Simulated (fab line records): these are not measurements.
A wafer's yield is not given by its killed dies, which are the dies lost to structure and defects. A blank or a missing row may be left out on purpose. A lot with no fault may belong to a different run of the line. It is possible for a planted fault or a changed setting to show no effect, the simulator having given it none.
Which tool was responsible? -- flow berkeley-cmos170 -- Sampling: 14 lots, 42 wafers, 4 of 331 route steps

WHAT THE GAUGES READ, wafer by wafer
UCB170_PVT_OVL_MEAS_06.
lot,measured,on,PVT_OVL (nm)
L348,day 5 07:13,overlay-02,6 3 -3
L349,day 5 16:07,overlay-01,8 14 7
L350,day 6 10:38,overlay-02,3 -4 -1
L352,day 6 11:11,overlay-02,6 7 5
L353,day 6 22:01,overlay-01,6 6 7
L355,day 7 10:53,overlay-01,6 2 9
L356,day 7 10:44,overlay-01,6 -10 3
L357,day 7 10:28,overlay-02,4 5 8
L358,day 7 22:32,overlay-02,2 0 5
L364,day 8 20:20,overlay-01,3 3 11
L366,day 9 11:05,overlay-01,1 2 9
L369,day 9 23:49,overlay-01,4 7 12
L371,day 10 17:04,overlay-02,0 5 8
L370,day 10 16:22,overlay-01,6 3 2

UCB170_V2_THK_MEAS_01.
lot,measured,on,V2_TEOS_THK (nm)
L348,day 7 13:44,film-metro-01,1987 2006 2032
L349,day 7 22:41,film-metro-03,2003 1983 2012
L350,day 8 13:35,film-metro-01,1998 1990 2003
L352,day 8 09:01,film-metro-03,1952 2008 2036
L353,day 8 19:15,film-metro-02,2021 2026 2009
L355,day 9 15:36,film-metro-02,1953 1947 2011
L356,day 9 14:52,film-metro-03,1987 1972 1986
L357,day 9 15:58,film-metro-03,1983 1995 2021
L358,day 9 16:02,film-metro-02,2007 2052 2026
L364,day 10 14:04,film-metro-01,1990 1955 2025
L366,day 11 02:49,film-metro-02,1941 2025 1971
L369,day 11 22:27,film-metro-03,2028 2001 2052
L371,day 12 15:52,film-metro-02,2004 2038 2024
L370,day 12 16:25,film-metro-01,2006 2039 2034

WHAT TOOL EACH LOT RAN ON (gives the tool, then ch and the chambers of the sampled wafers, and finally the start)
lot,UCB170_ZERO_ETCH_06,UCB170_GATE_WET_ETCH_00
L348,"rie-diel-02 ch 0,1,3, day 1 17:11","wet-bench-01 ch 2, day 5 09:29"
L349,"rie-diel-01 ch 0,2,3, day 1 23:42","wet-bench-04 ch 3, day 5 16:27"
L350,"rie-diel-04 ch 0,1,3, day 2 05:55","wet-bench-01 ch 2, day 6 10:59"
L352,"rie-diel-01 ch 0,3, day 2 14:49","wet-bench-02 ch 0, day 6 11:32"
L353,"rie-diel-02 ch 0,3, day 2 22:04","wet-bench-04 ch 0, day 6 22:20"
L355,"rie-diel-02 ch 0,2, day 3 05:26","wet-bench-02 ch 1, day 7 11:14"
L356,"rie-diel-01 ch 2,3, day 3 09:00","wet-bench-01 ch 1, day 7 11:05"
L357,"rie-diel-04 ch 0,1,3, day 3 16:43","wet-bench-02 ch 1, day 7 10:49"
L358,"rie-diel-01 ch 0,2,3, day 3 19:13","wet-bench-01 ch 0, day 7 22:59"
L364,"rie-diel-02 ch 0,2,3, day 5 01:26","wet-bench-04 ch 3, day 8 20:41"
L366,"rie-diel-01 ch 2,3, day 5 13:21","wet-bench-01 ch 1, day 9 11:55"
L369,"rie-diel-02 ch 0,2, day 6 09:50","wet-bench-04 ch 1, day 10 00:11"
L371,"rie-diel-02 ch 1,3, day 6 19:40","wet-bench-04 ch 2, day 10 17:24"
L370,"rie-diel-04 ch 2,3, day 6 19:47","wet-bench-01 ch 2, day 10 16:42"
- UCB170_ZERO_ETCH_06: etches SiO2 in CHF3/CF4/Ar, time 12 s.
- UCB170_GATE_WET_ETCH_00: etches SiO2 in dHF, time 200 s.

AS READ BY THE TOOLS THEMSELVES (means over the sampled wafers that have a number; for cases with no such wafer, the mark the record gives instead)
UCB170_ZERO_ETCH_06.
lot,tool,CHF3_flow_sccm (sccm),drypump-motor-current-A (A),oes-product-au (a.u.),throttle-valve-pct (%)
L348,rie-diel-02,49.99,6.3,0.616,9.26
L349,rie-diel-01,50.04,5.9,0.619,9.04
L350,rie-diel-04,49.97,5.7,0.620,9.21
L352,rie-diel-01,49.97,5.8,0.618,8.98
L353,rie-diel-02,49.92,5.9,0.613,9.16
L355,rie-diel-02,50.02,6.4,0.616,9.34
L356,rie-diel-01,49.91,6.0,0.623,9.09
L357,rie-diel-04,50.10,5.6,0.623,9.21
L358,rie-diel-01,50.03,5.9,0.619,9.03
L364,rie-diel-02,49.97,6.2,0.611,9.26
L366,rie-diel-01,49.99,6.0,0.622,9.09
L369,rie-diel-02,50.07,6.4,0.610,9.36
L371,rie-diel-02,50.23,6.4,0.619,9.30
L370,rie-diel-04,49.89,5.0,0.614,9.14

UCB170_GATE_WET_ETCH_00.
lot,tool,run-length-s (s),temp-c (C)
L348,wet-bench-01,224,25.03
L349,wet-bench-04,227,24.91
L350,wet-bench-01,232,25.02
L352,wet-bench-02,226,25.15
L353,wet-bench-04,232,24.98
L355,wet-bench-02,165,24.92
L356,wet-bench-01,227,24.91
L357,wet-bench-02,165,24.91
L358,wet-bench-01,235,25.05
L364,wet-bench-04,227,24.88
L366,wet-bench-01,233,24.99
L369,wet-bench-04,225,25.07
L371,wet-bench-04,226,24.90
L370,wet-bench-01,225,25.01

THE ANSWER, worked out from the rows above alone
Rule: the usual values come from the lots themselves. Put in order of their means at a reading, lots are off if they are a third of the lots or fewer, leave a main group of 4 or more, and stand apart from it by a gap of 3 or more times the standard deviation of the main group's means; of several such gaps the widest counts. A main group is skipped when, at the precision printed for the reading in the tables above, its means are all equal. Also off: a lot with no number at a reading for which 4 or more lots have one. Where the step has rows for the other lots, those lots are counted as sound. The gauges are gone through in route order, then the tools' own readings, and for those a lot's mean is taken as printed above. At the first step where some lot is off, the reading lying furthest off is the one used; lots without a number count as furthest.
Off: L355, L357 (UCB170_GATE_WET_ETCH_00, run-length-s). Main group: mean 228 s, sd 3.5.
A tool fits if, at that step or a process step before it, it ran every lot that is off, and no sound lot after the first of them. One fits: wet-bench-02 at UCB170_GATE_WET_ETCH_00. Its last sound lot is L352 (day 6 11:32), its first lot that is off L357 (day 7 10:49): a fault that began between those two fits.
On the lots that are off, the tool's own readings at UCB170_GATE_WET_ETCH_00 differ by more than 5 times the standard deviation of the sound lots' means, which bears it out; run-length-s reads 165 s there versus 228 s on the sound lots.

WHAT THE SIMULATOR PUT IN
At UCB170_GATE_WET_ETCH_00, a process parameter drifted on wet-bench-02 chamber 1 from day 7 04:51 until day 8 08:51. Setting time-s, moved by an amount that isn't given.
Struck lots among those shown: L357, L355. The same result came from the rule above.
